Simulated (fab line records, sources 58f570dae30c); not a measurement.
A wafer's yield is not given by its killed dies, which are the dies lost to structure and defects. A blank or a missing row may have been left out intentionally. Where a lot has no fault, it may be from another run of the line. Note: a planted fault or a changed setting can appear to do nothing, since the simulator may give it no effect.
fab line records ; flow berkeleyCmos170
record lots=5; wafers=15; lastDay=11
route steps=331 shown PVT@123 GATE@125 FIELD@126
lots with no fault: from the same line, run without faults
startH: hours from the record's opening day to when the first of the lot's shown wafers began ; waitH: hours from the lot's prior step to this one ; " unchanged from the row above ; L1.1+2: a row that stands for several wafers ; - no value, or no start was given ; * or withheld: withheld ; < > ~ a bound
route shown NAME@n: NAME is a module with steps in the file, n the number in the route of the first one ; usual: average and standard deviation across the fault-free wafers ; same: alike in all rows ; chamber/n: place in a boat ; sites: readings site by site ; _std_site: how widely they spread, as a standard deviation ; _edge_site: the outer-site mean with the inner-site mean subtracted ; radiusMm: how far each site lies from the wafer's centre ; mask NAME#n: copy n ; behind: the tool/chamber that last shaped the wafer ; hold: cause of the lot's hold/its duration in hours/its outcome ; device: the transistor (n, p or np) that didn't switch ; end of line: tests of these same wafers at the route's end ; a step without rows: its recipe alone ; killed: dies that structure and defects cost at the first sort, which is not the same as the wafer's yield ; map: per-die view of a wafer (x killed, . not killed, _ where there is no die)
set.NAME: the setting the step ran with; set.NAME@STEP: the setting that earlier step ran with ; model.NAME: the simulator's own value behind a step, which no gauge read
lots at selected steps of the route; one table per step, one row per wafer
services: the hour from which a tool's chamber was out of use, counted from the record's first day as startH (under 0 if before that day), plus the number of hours and why
## steps
# step UCB170_PVT_STRIP_08
# recipe chemistry=O2; powerW=400; pressureMtorr=3500; platenTempC=withheld; o2FlowSccm=400; overashFraction=0.5
# usual drypumpMotorCurrentA=5.7/0.55; oesProductAu=0.734/0.0046; stripTimeToEndpointS=21.66/0.065
lot.wafer;tool;chamber;startH;waitH;drypumpMotorCurrentA;oesProductAu;rfHoursCounterH;stripTimeToEndpointS
L837.1;plasmaAsher-02;0;114.32;0.1;5.4;0.743;43;21.71
L837.2;plasmaAsher-02;1;114.32;0.1;6.5;0.734;43;21.69
L837.4;plasmaAsher-02;0;114.32;0.1;5.5;0.741;-;21.65
L845.1;plasmaAsher-01;0;165.03;0.1;5.6;0.733;5;21.67
L845.2;plasmaAsher-01;1;165.03;0.1;5.1;0.738;5;21.66
L845.5;plasmaAsher-01;0;165.03;0.1;5.6;0.726;-;21.70
L846.1;plasmaAsher-02;0;165.30;0.1;5.5;0.736;49;21.54
L846.5;plasmaAsher-02;1;165.30;0.1;6.5;0.744;-;21.51
L846.6;plasmaAsher-02;0;165.30;0.1;5.5;0.730;-;21.58
L850.2;plasmaAsher-01;0;195.98;0.1;5.6;0.736;8;21.73
L850.3;plasmaAsher-01;0;195.98;0.1;5.6;0.741;-;21.73
L850.4;plasmaAsher-01;1;195.98;0.1;5.1;0.734;-;21.74
L853.2;plasmaAsher-04;0;200.24;0.1;5.1;0.732;41;21.55
L853.3;plasmaAsher-04;0;200.24;0.1;5.1;0.739;-;21.60
L853.6;plasmaAsher-04;1;200.24;0.1;6.3;0.727;-;21.57
# step UCB170_PVT_TW_MEAS_09
# usual PVT_TW=506/4.2
lot.wafer;tool;chamber;startH;waitH;PVT_TW
L837.1;filmMetro-02;-;114.42;0.1;507
L837.2;filmMetro-02;-;114.42;0.1;510
L837.4;filmMetro-02;-;114.42;0.1;508
L845.1;filmMetro-03;-;165.13;0.1;501
L845.2;filmMetro-03;-;165.13;0.1;502
L845.5;filmMetro-03;-;165.13;0.1;500
L846.1;filmMetro-01;-;165.40;0.1;512
L846.5;filmMetro-01;-;165.40;0.1;511
L846.6;filmMetro-01;-;165.40;0.1;511
L850.2;filmMetro-03;-;196.09;0.1;501
L850.3;filmMetro-03;-;196.09;0.1;503
L850.4;filmMetro-03;-;196.09;0.1;502
L853.2;filmMetro-02;-;200.35;0.1;506
L853.3;filmMetro-02;-;200.35;0.1;505
L853.6;filmMetro-02;-;200.35;0.1;503
# step UCB170_GATE_WET_ETCH_00
# recipe chemistry=dHF; dilution=25:1; target=SiO2; tempC=25; timeS=200
# step UCB170_FIELD_THK_MEAS_91
# recipe reads=SiO2_of_FIELD_OXIDATION_01
# usual FIELD_OXIDE_LEFT_2_THK=356/12
lot.wafer;tool;chamber;startH;waitH;FIELD_OXIDE_LEFT_2_THK[nm]
L837.1;filmMetro-02;-;114.57;0.0;368
L837.2;filmMetro-02;-;114.57;0.0;380
L837.4;filmMetro-02;-;114.57;0.0;370
L845.1;filmMetro-01;-;165.25;0.0;374
L845.2;filmMetro-01;-;165.25;0.0;376
L845.5;filmMetro-01;-;165.25;0.0;378
L846.1;filmMetro-03;-;165.53;0.0;365
L846.5;filmMetro-03;-;165.53;0.0;361
L846.6;filmMetro-03;-;165.53;0.0;369
L850.2;filmMetro-02;-;196.21;0.0;352
L850.3;filmMetro-02;-;196.21;0.0;361
L850.4;filmMetro-02;-;196.21;0.0;365
L853.2;filmMetro-03;-;200.48;0.0;363
L853.3;filmMetro-03;-;200.48;0.0;370
L853.6;filmMetro-03;-;200.48;0.0;361
# step UCB170_GATE_OXIDATION_01
# recipe tempC=850; ambient=O2; targetThkA=66; oxTimeS=1800
# step UCB170_GATE_THK_MEAS_02
# recipe reads=SiO2_of_GATE_OXIDATION_01
# usual GATE_OXIDE_THK=6.57/0.13
lot.wafer;tool;chamber;startH;waitH;GATE_OXIDE_THK[nm]
L837.1;filmMetro-04;-;116.52;0.1;6.63
L837.2;filmMetro-04;-;116.52;0.1;6.62
L837.4;filmMetro-04;-;116.52;0.1;6.70
L845.1;filmMetro-01;-;172.44;0.0;6.26
L845.2;filmMetro-01;-;172.44;0.0;6.30
L845.5;filmMetro-01;-;172.44;0.0;6.27
L846.1;filmMetro-04;-;172.44;0.0;6.63
L846.5;filmMetro-04;-;172.44;0.0;6.65
L846.6;filmMetro-04;-;172.44;0.0;6.65
L850.2;filmMetro-01;-;200.17;0.0;6.47
L850.3;filmMetro-01;-;200.17;0.0;6.49
L850.4;filmMetro-01;-;200.17;0.0;6.40
L853.2;filmMetro-04;-;206.42;0.0;6.45
L853.3;filmMetro-04;-;206.42;0.0;6.38
L853.6;filmMetro-04;-;206.42;0.0;6.47
# step UCB170_GATE_ANNEAL_03
# recipe tempC=900; timeS=1800; ambient=N2
# step UCB170_GATE_CVD_04
# recipe material=poly-Si; tempC=610; precursor=SiH4; timeS=1440; pressureMtorr=375; targetThkNm=214; sih4FlowSccm=120
# step UCB170_GATE_THK_MEAS_05
# recipe reads=poly-Si_of_GATE_CVD_04
# usual GATE_POLY_THK=213.8/1.9
lot.wafer;tool;chamber;startH;waitH;GATE_POLY_THK[nm]
L837.1;filmMetro-03;-;122.37;0.1;215.5
L837.2;filmMetro-03;-;122.37;0.1;216.6
L837.4;filmMetro-03;-;122.37;0.1;216.3
L845.1;filmMetro-01;-;179.52;0.0;212.3
L845.2;filmMetro-01;-;179.52;0.0;212.7
L845.5;filmMetro-01;-;179.52;0.0;213.3
L846.1;filmMetro-03;-;179.52;0.0;209.7
L846.5;filmMetro-03;-;179.52;0.0;213.7
L846.6;filmMetro-03;-;179.52;0.0;212.4
L850.2;filmMetro-03;-;206.92;0.0;212.9
L850.3;filmMetro-03;-;206.92;0.0;211.7
L850.4;filmMetro-03;-;206.92;0.0;211.3
L853.2;filmMetro-03;-;212.92;0.0;216.8
L853.3;filmMetro-03;-;212.92;0.0;216.4
L853.6;filmMetro-03;-;212.92;0.0;216.7
# step UCB170_GATE_COAT_06
# recipe resist=BARC; tempC=withheld; timeS=withheld; spinRpm=3000; resistThkNm=withheld
# step UCB170_GATE_COAT_07
# recipe resist=KrF; spinRpm=1500; resistThkNm=900
# step UCB170_GATE_SOFTBAKE_08
# recipe resist=KrF; tempC=130; timeS=60
# step UCB170_GATE_EXPOSE_09
# recipe maskId=POLY; targetCdNm=350; na=0.5; sigmaOuter=0.6; sourceShape=conventional; doseMj=21
lot.wafer;tool;chamber;startH;waitH;mask
L837.1+2+4;krfScanner-02;0;123.76;-;POLY_R1#0
L845.1+2+5;krfScanner-01;0;180.03;-;POLY#0
L846.1+5+6;krfScanner-02;0;180.27;-;POLY#0
L850.2+3+4;krfScanner-02;0;207.79;-;POLY#0
L853.2+3+6;krfScanner-01;0;213.66;-;POLY#0
# step UCB170_GATE_PEB_10
# recipe pebTempC=130; pebTimeS=withheld; resist=KrF
# step UCB170_GATE_DEVELOP_11
# recipe developer=TMAH; developTimeS=45; resist=KrF; devTempC=21
# step UCB170_GATE_CD_MEAS_12
# recipe targetCdNm=350
# usual cdNm=349.8/1.1
lot.wafer;tool;chamber;startH;waitH;cdNm
L837.1;cdSem-02;-;124.96;-;280.1
L837.2;cdSem-02;-;124.96;-;281.4
L837.4;cdSem-02;-;124.96;-;280.8
L845.1;cdSem-02;-;180.42;-;348.5
L845.2;cdSem-02;-;180.42;-;350.3
L845.5;cdSem-02;-;180.42;-;349.3
L846.1;cdSem-01;-;180.70;-;349.3
L846.5;cdSem-01;-;180.70;-;349.8
L846.6;cdSem-01;-;180.70;-;349.1
L850.2;cdSem-01;-;208.18;-;351.1
L850.3;cdSem-01;-;208.18;-;349.1
L850.4;cdSem-01;-;208.18;-;350.2
L853.2;cdSem-01;-;214.05;-;349.8
L853.3;cdSem-01;-;214.05;-;349.6
L853.6;cdSem-01;-;214.05;-;350.5
# step UCB170_GATE_OVL_MEAS_13
# usual GATE_OVL=2/5.9
lot.wafer;tool;chamber;startH;waitH;GATE_OVL[nm]
L837.1;overlay-02;-;125.10;0.1;6
L837.2;overlay-02;-;125.10;0.1;5
L837.4;overlay-02;-;125.10;0.1;2
L845.1;overlay-02;-;180.54;0.1;-1
L845.2;overlay-02;-;180.54;0.1;0
L845.5;overlay-02;-;180.54;0.1;3
L846.1;overlay-01;-;180.82;0.1;4
L846.5;overlay-01;-;180.82;0.1;8
L846.6;overlay-01;-;180.82;0.1;9
L850.2;overlay-02;-;208.29;0.1;13
L850.3;overlay-02;-;208.29;0.1;6
L850.4;overlay-02;-;208.29;0.1;12
L853.2;overlay-02;-;214.16;0.1;13
L853.3;overlay-02;-;214.16;0.1;7
L853.6;overlay-02;-;214.16;0.1;13
# step UCB170_GATE_ETCH_14
# recipe chemistry=N2/H2; targetDepthA=withheld; overetchA=withheld; target=BARC; timeS=withheld; sourceW=500; biasW=100; pressureMtorr=30; n2FlowSccm=100; h2FlowSccm=200
# usual drypumpMotorCurrentA=5.9/0.43; oesProductAu=1.007/0.019; rfFwdPowerW=494.7/2.3; throttleValvePct=13.39/0.21
lot.wafer;tool;chamber;startH;waitH;drypumpMotorCurrentA;oesProductAu;rfFwdPowerW;throttleValvePct
L837.1;rieDiel-04;0;125.14;0.0;5.5;1.010;492.9;13.29
L837.2;rieDiel-04;3;125.14;0.0;4.8;1.018;494.6;13.51
L837.4;rieDiel-04;2;125.14;0.0;5.7;1.032;492.4;13.23
L845.1;rieDiel-01;3;180.58;0.0;5.5;0.998;496.7;13.11
L845.2;rieDiel-01;2;180.58;0.0;6.0;1.010;494.0;13.53
L845.5;rieDiel-01;2;180.58;0.0;6.0;1.006;492.1;13.53
L846.1;rieDiel-03;3;180.85;0.0;5.8;0.982;497.2;13.38
L846.5;rieDiel-03;2;180.85;0.0;5.4;0.996;497.1;13.39
L846.6;rieDiel-03;3;180.85;0.0;5.8;0.985;497.8;13.39
L850.2;rieDiel-01;1;208.32;0.0;6.4;1.019;495.4;13.73
L850.3;rieDiel-01;3;208.32;0.0;5.5;0.996;497.0;13.09
L850.4;rieDiel-01;2;208.32;0.0;6.1;1.008;492.1;13.53
L853.2;rieDiel-01;3;214.19;0.0;5.5;0.996;494.5;13.10
L853.3;rieDiel-01;1;214.19;0.0;6.4;1.013;496.9;13.72
L853.6;rieDiel-01;2;214.19;0.0;6.0;1.012;491.6;13.52
# step UCB170_GATE_ETCH_15
# recipe chemistry=HBr/Cl2; target=poly-Si; stopOn=SiO2; overEtchFrac=0.3; icpW=300; biasW=150; timeS=56.3; pressureMtorr=15; HBr_flow_sccm=150; Cl2_flow_sccm=50; targetDepthA=2782
# usual drypumpMotorCurrentA=6.1/0.39; oesProductAu=0.831/0.013; rfFwdPowerW=297.0/1.1; throttleValvePct=26.38/0.17
lot.wafer;tool;chamber;startH;waitH;drypumpMotorCurrentA;oesProductAu;rfFwdPowerW;rfHoursCounterH;throttleValvePct;model.GATE.cdNm
L837.1;rieSi-01;1;125.18;-;6.2;0.826;298.8;1;26.14;279.6
L837.2;rieSi-01;2;125.18;-;5.8;0.844;297.6;104;26.56;280.6
L837.4;rieSi-01;0;125.18;-;6.1;0.852;296.1;99;26.28;280.4
L845.1;rieSi-01;1;180.62;-;6.2;0.808;297.3;2;26.14;348.9
L845.2;rieSi-01;3;180.62;-;5.9;0.825;296.8;1;26.60;349.4
L845.5;rieSi-01;3;180.62;-;5.9;0.828;296.8;-;26.62;348.2
L846.1;rieSi-02;3;180.90;-;5.4;0.807;297.8;90;26.45;349.3
L846.5;rieSi-02;3;180.90;-;5.4;0.828;298.1;-;26.44;350.4
L846.6;rieSi-02;0;180.90;-;6.4;0.816;296.2;-;26.50;348.8
L850.2;rieSi-02;2;208.36;-;6.2;0.821;297.1;101;26.36;350
L850.3;rieSi-02;1;208.36;-;6.8;0.841;296.6;35;26.13;349.4
L850.4;rieSi-02;0;208.36;-;6.4;0.810;298.0;1;26.50;349.1
L853.2;rieSi-01;1;214.23;-;6.3;0.826;298.4;2;26.12;349.7
L853.3;rieSi-01;0;214.23;-;6.1;0.853;296.5;100;26.27;349
L853.6;rieSi-01;0;214.23;-;6.1;0.857;296.1;-;26.27;349.5
# step UCB170_GATE_STRIP_16
# recipe chemistry=O2; powerW=400; pressureMtorr=3500; platenTempC=withheld; o2FlowSccm=400; overashFraction=0.5
# usual drypumpMotorCurrentA=5.7/0.47; oesProductAu=0.725/0.0041
lot.wafer;tool;chamber;startH;waitH;drypumpMotorCurrentA;oesProductAu;rfHoursCounterH
L837.1;plasmaAsher-03;1;125.23;0.0;6.0;0.722;44
L837.2;plasmaAsher-03;0;125.23;0.0;5.5;0.729;44
L837.4;plasmaAsher-03;0;125.23;0.0;5.6;0.723;-
L845.1;plasmaAsher-02;1;180.69;0.0;6.5;0.723;51
L845.2;plasmaAsher-02;0;180.69;0.0;5.4;0.727;51
L845.5;plasmaAsher-02;1;180.69;0.0;6.5;0.731;-
L846.1;plasmaAsher-01;1;180.94;0.0;5.1;0.723;7
L846.5;plasmaAsher-01;0;180.94;0.0;5.6;0.728;-
L846.6;plasmaAsher-01;1;180.94;0.0;5.1;0.727;-
L850.2;plasmaAsher-01;1;208.41;0.0;5.1;0.729;9
L850.3;plasmaAsher-01;0;208.41;0.0;5.6;0.727;-
L850.4;plasmaAsher-01;1;208.41;0.0;5.1;0.727;-
L853.2;plasmaAsher-02;0;214.28;0.0;5.4;0.729;55
L853.3;plasmaAsher-02;0;214.28;0.0;5.5;0.726;-
L853.6;plasmaAsher-02;1;214.28;0.0;6.5;0.728;-
## services
tool;chamber;startH;hours;kind
rieDiel-01;1;92.42;15.5;repair
krfScanner-01;-;103.93;1.0;pm
plasmaAsher-01;-;108.75;9.0;pm
plasmaAsher-01;0;108.75;9.0;ventCycle
plasmaAsher-01;1;108.75;9.0;ventCycle
plasmaAsher-01;0;117.75;-;clean
plasmaAsher-01;1;117.75;-;clean
plasmaAsher-03;-;119.09;1.5;repair
rieSi-01;1;127.55;9.0;repair
plasmaAsher-04;-;132.72;7.5;repair
plasmaAsher-02;-;134.62;1.7;repair
plasmaAsher-01;-;135.29;4.2;repair
krfScanner-01;-;139.83;3.6;pm
krfScanner-01;-;143.39;0.8;pm
krfScanner-02;-;144.15;1.0;pm
rieDiel-03;-;145.04;0.3;repair
plasmaAsher-01;-;145.96;1.3;repair
rieDiel-04;-;170.36;1.6;repair
krfScanner-02;-;178.43;1.3;pm
rieDiel-01;1;178.79;-;clean
plasmaAsher-03;-;179.76;2.8;pm
krfScanner-01;-;182.37;4.4;pm
krfScanner-01;-;199.51;1.3;pm
krfScanner-01;-;208.69;0.9;repair
## key
firstSign step=UCB170_GATE_EXPOSE_09; reading=mask; direction=changed
effect step=UCB170_GATE_CD_MEAS_12; reading=cdNm; direction=down; sigmas=64; usual=349.8; struck=280.8
modelEffect step=UCB170_GATE_ETCH_15; value=GATE.cdNm; without=350.2; struck=280.2
metAt UCB170_GATE_EXPOSE_09
struckWafers L837.1,L837.2,L837.4
laterRowsLeftOut L837.1,L837.2,L837.4
sortLeftOut L837.1,L837.2,L837.4
testerLeftOut L837
fault kind=wrongMask; tool=any; chamber=-; onsetH=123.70; steps=UCB170_GATE_EXPOSE_09; auxCopy=POLY_R1#0; cdOffsetNm=-70; scope=struckLotsOnly
# testerLeftOut: of these lots the tester's yield and bins aren't shown, on N5 and GAA mostly nor the transistor test; their killed dies are dies lost to structure and defects alone, not to doping, threshold or leakage, so they don't give the yield
# sortLeftOut: the simulated sort isn't trusted on such a fault, so these wafers' sort isn't shown, and their yield isn't known
# laterRowsLeftOut: the simulator's readings of these wafers behind a module that went badly wrong aren't trusted and aren't shown, but for the sort
